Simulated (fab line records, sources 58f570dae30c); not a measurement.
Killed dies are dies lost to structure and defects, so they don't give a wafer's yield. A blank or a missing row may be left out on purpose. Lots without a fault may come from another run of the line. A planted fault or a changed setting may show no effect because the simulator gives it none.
Which tool did it? | flow berkeley_cmos170 | 10 lots, 30 wafers sampled, at 4 steps of a route of 331

WHAT THE GAUGES READ, wafer by wafer
UCB170_M2_THK_MEAS_03: measures by xrf.
lot  | measured     | on            | M2_AL_THK (nm)
L150 | day 9 01:59  | film_metro-04 | 885 902 910
L151 | day 9 03:41  | film_metro-04 | 914 912 908
L152 | day 9 03:58  | film_metro-02 | 911 897 901
L153 | day 9 00:06  | film_metro-02 | 905 898 901
L155 | day 9 10:09  | film_metro-02 | 923 908 920
L156 | day 9 12:14  | film_metro-02 | 906 897 895
L154 | day 9 18:22  | film_metro-02 | 888 899 904
L157 | day 9 19:50  | film_metro-04 | 914 928 924
L158 | day 9 18:55  | film_metro-02 | 905 907 907
L159 | day 10 07:10 | film_metro-04 | 900 898 908

WHICH TOOL RAN EACH LOT (tool, then ch and the chambers of the sampled wafers, then the start)
lot  | UCB170_FIELD_WET_ETCH_04       | UCB170_SDANNEAL_RTA_00          | UCB170_M1_SPUTTER_00
L150 | wet_bench-04 ch 2, day 6 03:29 | rtp_anneal-02 ch 0, day 8 10:46 | pvd_sputter-03, day 8 18:26
L151 | wet_bench-04 ch 1, day 6 03:29 | rtp_anneal-01 ch 0, day 8 11:08 | pvd_sputter-03, day 8 19:00
L152 | wet_bench-04 ch 3, day 6 03:29 | rtp_anneal-01 ch 0, day 8 11:40 | pvd_sputter-04, day 8 19:10
L153 | wet_bench-04 ch 3, day 6 03:29 | rtp_anneal-01 ch 0, day 8 10:24 | pvd_sputter-04, day 8 16:49
L155 | wet_bench-04 ch 2, day 6 10:04 | rtp_anneal-01 ch 0, day 8 20:14 | pvd_sputter-04, day 9 04:07
L156 | wet_bench-04 ch 1, day 6 10:04 | rtp_anneal-02 ch 0, day 8 20:04 | pvd_sputter-03, day 9 04:18
L154 | wet_bench-01 ch 3, day 6 16:03 | rtp_anneal-02 ch 0, day 9 02:38 | pvd_sputter-03, day 9 09:43
L157 | wet_bench-04 ch 2, day 7 02:01 | rtp_anneal-01 ch 0, day 9 04:05 | pvd_sputter-01, day 9 13:26
L158 | wet_bench-04 ch 2, day 7 02:01 | rtp_anneal-02 ch 0, day 9 03:33 | pvd_sputter-04, day 9 10:19
L159 | wet_bench-04 ch 2, day 7 08:57 | rtp_anneal-01 ch 0, day 9 18:13 | pvd_sputter-01, day 9 23:58
- UCB170_FIELD_WET_ETCH_04: etches SiO2 in dHF, time 60 s.
- UCB170_SDANNEAL_RTA_00: time 10 s.
- UCB170_M1_SPUTTER_00: material Al, target thk 600 nm, time 80 s.

THE ANSWER, worked out from the rows above alone
Rule: what is usual is taken from the lots themselves. Put in order of their means at a reading, lots are off if they are a third of the lots or fewer, leave a main group of 4 or more, and stand apart from it by a gap of 3 or more times the standard deviation of the main group's means; of several such gaps the widest counts. A main group whose means are all the same, to the digits that the tables above print for the reading, isn't used. A lot without any number at a reading at which 4 lots or more have one is off too. The other lots that the step has rows for count as sound.
No lot is off at any reading shown: from this, nothing can be told.

WHAT THE SIMULATOR HAD PUT IN
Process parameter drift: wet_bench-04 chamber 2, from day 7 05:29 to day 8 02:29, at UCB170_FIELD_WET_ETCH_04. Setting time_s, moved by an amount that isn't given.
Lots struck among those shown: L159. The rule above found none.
